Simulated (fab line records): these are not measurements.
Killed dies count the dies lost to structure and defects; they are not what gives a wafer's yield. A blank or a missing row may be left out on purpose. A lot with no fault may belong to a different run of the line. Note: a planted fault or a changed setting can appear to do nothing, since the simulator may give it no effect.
Which of the tools did it?    flow berkeley-cmos170    11 lots with 33 wafers sampled at 3 steps, on a route of 331 steps

WHAT THE GAUGES READ, wafer by wafer
UCB170_PVT_TW_MEAS_09.
lot   measured      on             PVT_TW
L538  day 6 06:58   film-metro-04  499.5 497.8 498.6
L539  day 6 08:01   film-metro-03  503.7 505.4 504.1
L540  day 6 21:57   film-metro-01  504.7 507.0 505.1
L547  day 7 21:46   film-metro-01  442.2 444.1 442.1
L548  day 9 01:59   film-metro-04  444.7 446.0 445.8
L553  day 9 15:01   film-metro-03  501.5 505.1 502.8
L555  day 10 18:04  film-metro-04  503.3 501.2 500.6
L554  day 10 07:56  film-metro-03  502.3 502.4 503.6
L556  day 10 22:29  film-metro-04  501.3 501.8 503.2
L560  day 11 14:58  film-metro-04  503.3 503.1 503.0
L561  day 11 14:44  film-metro-03  506.8 505.5 505.4

WHICH TOOL RAN EACH LOT (tool, then ch and the chambers of the sampled wafers, then the start)
lot   UCB170_NWELL_ETCH_13               UCB170_PVT_IMPLANT_07
L538  rie-diel-04 ch 0,3, day 2 12:02    implanter-01 ch 0, day 6 06:45
L539  rie-diel-02 ch 0,2,3, day 2 12:17  implanter-02 ch 0, day 6 07:46
L540  rie-diel-04 ch 2,3, day 2 21:27    implanter-02 ch 0, day 6 21:42
L547  rie-diel-03 ch 0,2,3, day 4 10:26  implanter-01 ch 0, day 7 21:32
L548  rie-diel-04 ch 0,1, day 4 17:52    implanter-01 ch 0, day 9 01:44
L553  rie-diel-03 ch 1,2,3, day 5 14:20  implanter-02 ch 0, day 9 14:46
L555  rie-diel-03 ch 1,2,3, day 6 00:42  implanter-02 ch 0, day 10 17:49
L554  rie-diel-04 ch 2,3, day 6 00:57    implanter-02 ch 0, day 10 07:43
L556  rie-diel-03 ch 1,2,3, day 6 09:03  implanter-02 ch 0, day 10 22:14
L560  rie-diel-04 ch 0,1,2, day 7 03:32  implanter-01 ch 0, day 11 14:43
L561  rie-diel-02 ch 1,2,3, day 7 03:52  implanter-02 ch 0, day 11 14:29
- UCB170_NWELL_ETCH_13: etches Si3N4 in CH3F/Ar/O2, stops on SiO2, target depth 246.4 nm, time 154 s.
- UCB170_PVT_IMPLANT_07

THE ANSWER, worked out from the rows above alone
Rule: what is usual is taken from the lots themselves. Put in order of their means at a reading, lots are off if they are a third of the lots or fewer, leave a main group of 4 or more, and stand apart from it by a gap of 3 or more times the standard deviation of the main group's means; of several such gaps the widest counts. If all means in a main group match to the digits the tables above print for the reading, that group is not used. Also off: a lot with no number at a reading for which 4 or more lots have one. All remaining lots with rows at the step are treated as sound.
Off: L547, L548, at UCB170_PVT_TW_MEAS_09 (PVT_TW). Mean 503.0 and standard deviation 2.1 in the main group.
If a tool, at a process step before that reading, ran all the lots that are off and no sound lot after the first of them, it fits. Gauges at UCB170_PVT_TW_MEAS_09: tried the same way as those tools. Of those tried, none fits.

WHAT WAS PUT IN BY THE SIMULATOR
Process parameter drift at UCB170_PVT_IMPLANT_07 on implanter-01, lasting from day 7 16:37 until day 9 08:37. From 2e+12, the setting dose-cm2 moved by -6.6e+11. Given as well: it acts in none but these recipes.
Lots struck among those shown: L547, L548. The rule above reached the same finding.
